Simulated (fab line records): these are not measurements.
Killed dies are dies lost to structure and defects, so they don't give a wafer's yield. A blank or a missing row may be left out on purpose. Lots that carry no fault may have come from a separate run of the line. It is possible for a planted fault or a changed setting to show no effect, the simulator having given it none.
Check of tool commonality | flow berkeleyCmos170 | Sampled: 14 lots, 42 wafers

REASON FOR OPENING
Of 14 lots, 2 have the reading PSD_TW flagged at UCB170_PSD_TW_MEAS_10. Wafers without a fault read 2339, standard deviation 16.
Rule: a lot is flagged in two cases, either no wafer of it has a number, or all its wafers with numbers fall more than 4 standard deviations from that mean. As for the other lots, they are considered sound.

lot  | measured     | on           | PSD_TW, wafer by wafer | flag
L405 | day 7 05:16  | filmMetro-02 | 2360 2365 2347         | 
L407 | day 7 05:22  | filmMetro-04 | 2298 2300 2305         | 
L404 | day 7 05:25  | filmMetro-01 | 2354 2368 2357         | 
L408 | day 7 13:10  | filmMetro-02 | 2345 2348 2345         | 
L409 | day 7 13:18  | filmMetro-04 | 2317 2337 2318         | 
L411 | day 8 08:06  | filmMetro-04 | 2319 2316 2325         | 
L412 | day 8 13:22  | filmMetro-02 | 2362 2362 2357         | 
L413 | day 8 13:55  | filmMetro-04 | 2325 2323 2325         | 
L414 | day 9 02:06  | filmMetro-01 | 2343 2347 2345         | 
L419 | day 10 02:47 | filmMetro-02 | 2342 2344 2347         | 
L422 | day 10 14:10 | filmMetro-04 | 2692 2675 2692         | FLAGGED
L424 | day 11 01:59 | filmMetro-04 | 2699 2687 2683         | FLAGGED
L426 | day 11 14:29 | filmMetro-04 | 2317 2320 2335         | 
L427 | day 11 15:13 | filmMetro-02 | 2337 2339 2370         | 
Average over the flagged lots: 2688; offset from the usual +349, equal to +22 standard deviations.

LOT BY LOT: THE TOOL USED
The record holds 2 process steps before the reading, out of a route of 331 steps. Every cell lists first the tool, next ch and the chambers used by the sampled wafers, and last the start.
lot  | flag    | UCB170_PSD_IMPLANT_08           | UCB170_PSD_STRIP_09
L405 |         | implanter-01 ch 0, day 7 05:02  | plasmaAsher-04 ch 0,1, day 7 05:11
L407 |         | implanter-03 ch 0, day 7 05:08  | plasmaAsher-02 ch 0,1, day 7 05:16
L404 |         | implanter-01 ch 0, day 7 05:12  | plasmaAsher-03 ch 0,1, day 7 05:20
L408 |         | implanter-03 ch 0, day 7 12:55  | plasmaAsher-02 ch 0,1, day 7 13:04
L409 |         | implanter-02 ch 0, day 7 13:05  | plasmaAsher-04 ch 0,1, day 7 13:13
L411 |         | implanter-02 ch 0, day 8 07:51  | plasmaAsher-02 ch 0, day 8 08:00
L412 |         | implanter-02 ch 0, day 8 13:07  | plasmaAsher-03 ch 0,1, day 8 13:16
L413 |         | implanter-03 ch 0, day 8 13:41  | plasmaAsher-04 ch 0,1, day 8 13:49
L414 |         | implanter-03 ch 0, day 9 01:51  | plasmaAsher-03 ch 0,1, day 9 02:00
L419 |         | implanter-01 ch 0, day 10 02:32 | plasmaAsher-03 ch 0,1, day 10 02:41
L422 | FLAGGED | implanter-03 ch 0, day 10 13:55 | plasmaAsher-04 ch 0,1, day 10 14:04
L424 | FLAGGED | implanter-03 ch 0, day 11 01:44 | plasmaAsher-03 ch 0,1, day 11 01:53
L426 |         | implanter-01 ch 0, day 11 14:14 | plasmaAsher-04 ch 0,1, day 11 14:23
L427 |         | implanter-02 ch 0, day 11 14:58 | plasmaAsher-03 ch 0,1, day 11 15:07
What these steps do:
- UCB170_PSD_IMPLANT_08
- UCB170_PSD_STRIP_09: strips in O2.
- UCB170_PSD_TW_MEAS_10

FLAGGED OVER TOTAL, TOOL BY TOOL (the gauges that took the reading come last)
step                  | tool           | lots run | flagged | share of the flagged lots | sound lots run after its first flagged lot
UCB170_PSD_IMPLANT_08 | implanter-01   | 4        | 0       | none                      | -
UCB170_PSD_IMPLANT_08 | implanter-02   | 4        | 0       | none                      | -
UCB170_PSD_IMPLANT_08 | implanter-03   | 6        | 2       | all                       | 0
UCB170_PSD_STRIP_09   | plasmaAsher-02 | 3        | 0       | none                      | -
UCB170_PSD_STRIP_09   | plasmaAsher-03 | 6        | 1       | some                      | 1 (L427)
UCB170_PSD_STRIP_09   | plasmaAsher-04 | 5        | 1       | some                      | 1 (L426)
UCB170_PSD_TW_MEAS_10 | filmMetro-01   | 2        | 0       | none                      | -
UCB170_PSD_TW_MEAS_10 | filmMetro-02   | 5        | 0       | none                      | -
UCB170_PSD_TW_MEAS_10 | filmMetro-04   | 7        | 2       | all                       | 1 (L426)

WHAT IS ALLOWED BY THE TABLE
2 rows of the table ran every flagged lot: implanter-03 at UCB170_PSD_IMPLANT_08, filmMetro-04 at UCB170_PSD_TW_MEAS_10.
- implanter-03 at UCB170_PSD_IMPLANT_08 ran 6 lots, 2 of them flagged. It ran its last sound lot, L414, at day 9 01:51 and its first flagged lot, L422, at day 10 13:55: a fault with its onset between the two fits. Its own readings (doseIonsCm2, endStationPressureTorr, faradayCurrentUA) fall more than 4 standard deviations out on all wafers of the flagged lots.
- filmMetro-04 at UCB170_PSD_TW_MEAS_10 ran 7 lots, 2 of them flagged. After the first flagged lot (L426), sound lots still ran on it; a lasting fault on the whole tool would not permit that.
One tool is left: implanter-03 at UCB170_PSD_IMPLANT_08.

WHAT THE SIMULATOR HAD PUT IN
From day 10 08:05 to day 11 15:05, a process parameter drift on implanter-03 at UCB170_PSD_IMPLANT_08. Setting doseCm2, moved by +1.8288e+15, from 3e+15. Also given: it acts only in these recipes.
Shown lots that were struck: L422, L424. This agrees with what the rule above found.
